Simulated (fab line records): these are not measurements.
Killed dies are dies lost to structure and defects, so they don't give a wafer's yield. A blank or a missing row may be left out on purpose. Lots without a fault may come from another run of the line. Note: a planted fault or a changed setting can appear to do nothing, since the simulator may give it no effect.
The same fault as seen by 2 desks -- flow rit-cmos -- what lay behind the numbers comes last; until then each desk has only its own

THE METROLOGY DESK
What the gauges read for every lot (on any tool): the sampled wafers with a number, averaged. Any lot whose mean is over 4 standard deviations away from the usual mean is out of limits and marked OUT; that distance is given in the brackets.
Columns: A = PRETRO_OVL at RIT_PRETRO_OVL_MEAS_06, usual 0.3 nm; B = PSD_OVL at RIT_PSD_OVL_MEAS_06, usual 0.7 nm; C = M1_AL_THK at RIT_M1_THK_MEAS_02, usual 407 nm
lot,first seen here,A,B,C
L972,day 2 14:01,0.6,2.5,403
L973,day 2 17:22,0.3,1.5,410
L975,day 3 04:21,0.5,0.1,402
L976,day 3 07:44,-1.0,1.6,406
L979,day 4 00:54,-0.6,-0.5,414
L981,day 4 09:22,-0.1,2.7,-
L982,day 4 16:07,0.3,-1.1,-
L986,day 5 11:41,1.1,1.4,409
L987,day 5 16:43,-0.3,0.1,406
L988,day 5 23:07,-0.2,0.1,406
L989,day 6 02:44,1.0,1.9,407
L990,day 6 07:38,-1.4,-2.1,409
L992,day 7 03:00,0.5,-1.6,414
L994,day 7 21:05,0.2,-0.0,398
Finding of this desk: none of the 14 lots has anything out of limits.

FOR THE TOOL OWNER'S DESK: wet-bench-01
The tool's own readings at RIT_SILICIDE_WET_ETCH_00 (etches SiO2 in BOE, target depth 14 nm, time 15 s): means of the sampled wafers that have a number, for each lot that ran on this tool. Any lot whose mean is over 4 standard deviations away from the usual mean is out of limits and marked OUT; that distance is given in the brackets.
Columns: A = bath-heat-duty-pct at RIT_SILICIDE_WET_ETCH_00, usual 1.7 %; B = run-length-s at RIT_SILICIDE_WET_ETCH_00, usual 42.6 s
lot,first seen here,A,B
L979,day 4 20:02,1.6,41.1
L986,day 6 07:15,1.9,41.9
L988,day 7 03:35,1.6,41.9
L990,day 7 17:07,1.6,41.9
L994,day 9 01:10,1.9,42.2
Finding of this desk: none of the 5 lots has anything out of limits.

BROUGHT TOGETHER
Metrology desk: nothing out of limits seen.
The desk of the tool owner found nothing out of limits.

WHAT THE SIMULATOR HAD INSERTED
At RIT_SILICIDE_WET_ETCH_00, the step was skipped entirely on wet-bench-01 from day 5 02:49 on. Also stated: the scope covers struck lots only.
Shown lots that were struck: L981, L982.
